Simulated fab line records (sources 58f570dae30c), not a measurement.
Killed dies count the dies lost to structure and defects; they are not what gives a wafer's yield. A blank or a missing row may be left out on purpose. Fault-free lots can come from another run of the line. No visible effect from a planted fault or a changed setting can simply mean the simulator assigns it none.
Struck lot and sound lot, side by side | flow berkeley cmos170 | 14 out of 331 route steps
Sound: these wafers, L651.1, L651.3, L651.4. The struck wafers were L649.3, L649.4, L649.6. At the end, the cause is stated.
Order at every step that has rows: each side's tool, ch and its chambers, its first start. Under that, the readings that differ: sound wafers | struck wafers | difference of the means | sigmas: that difference in standard deviations of wafers without a fault.
alike: readings whose means differ by less than 2 such deviations, and words and numbers that are the same on both sides. not compared: withheld readings, readings that some wafer has no value for, bounds like >300 that may hide the same value, and numbers for which the record gives no deviation and whose values overlap.
A row with sigmas, a row that says differs or no value, or rows on one side alone: a step with any of these is where the two part. Numbers that have no deviation but don't overlap get no sigmas and don't part them. A reading that every wafer of one side lacks parts them only if that side has two wafers or more.

first, 2 steps without rows for these wafers: UCB170_PLDD_PEB_04; UCB170_PLDD_DEVELOP_05 (develop time 45 s).
UCB170_PLDD_CD_MEAS_06: target cd 1200 nm.
  sound on cd sem-01 at day 8 13:55; struck on cd sem-01 at day 7 16:52
  alike: cd nm
UCB170_PLDD_OVL_MEAS_07:
  sound on overlay-02 at day 8 14:02; struck on overlay-02 at day 7 16:58
  alike: PLDD_OVL
then, 2 steps without rows for these wafers: UCB170_PLDD_IMPLANT_08; UCB170_PLDD_IMPLANT_09.
UCB170_PLDD_STRIP_10: strips in O2.
  sound on plasma asher-03 ch 0,1, day 8 14:23; struck on plasma asher-02 ch 0,1, day 7 17:19
  alike: drypump motor current A, o2 flow sccm, oes product au, strip time to endpoint s
  not compared: rf hours counter h
UCB170_PLDD_TW_MEAS_11:
  sound on film metro-02 at day 8 14:29; struck on film metro-04 at day 7 17:25
  alike: PLDD_TW
then, 4 steps without rows for these wafers: UCB170_PLDD_CLEAN_12 (cleans in SPM, time 600 s); UCB170_NLDD_HMDS_00 (prime time 60 s); UCB170_NLDD_COAT_01 (resist thk 900 nm); UCB170_NLDD_SOFTBAKE_02 (time 60 s).
UCB170_NLDD_EXPOSE_03: exposes mask NSELECT, target cd 1200 nm.
  sound on krf scanner-01 ch 0, day 8 15:14; struck on krf scanner-01, day 7 18:13
  no value came back on the struck wafers for exposure dose mJ cm2, focus offset nm (nm), na, stage vel mm s (mm/s); on the sound wafers exposure dose mJ cm2 reads 30.013 30.011 29.939
  alike: mask
following that, these wafers have no rows for 1 step: UCB170_NLDD_PEB_04.

== WHERE THEY PART ==
At UCB170_NLDD_EXPOSE_03 and nowhere else, as far as this record goes.

WHY: what the simulator had put in
Beginning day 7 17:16, the whole step at UCB170_NLDD_EXPOSE_03 was skipped on krf scanner-01. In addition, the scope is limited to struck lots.
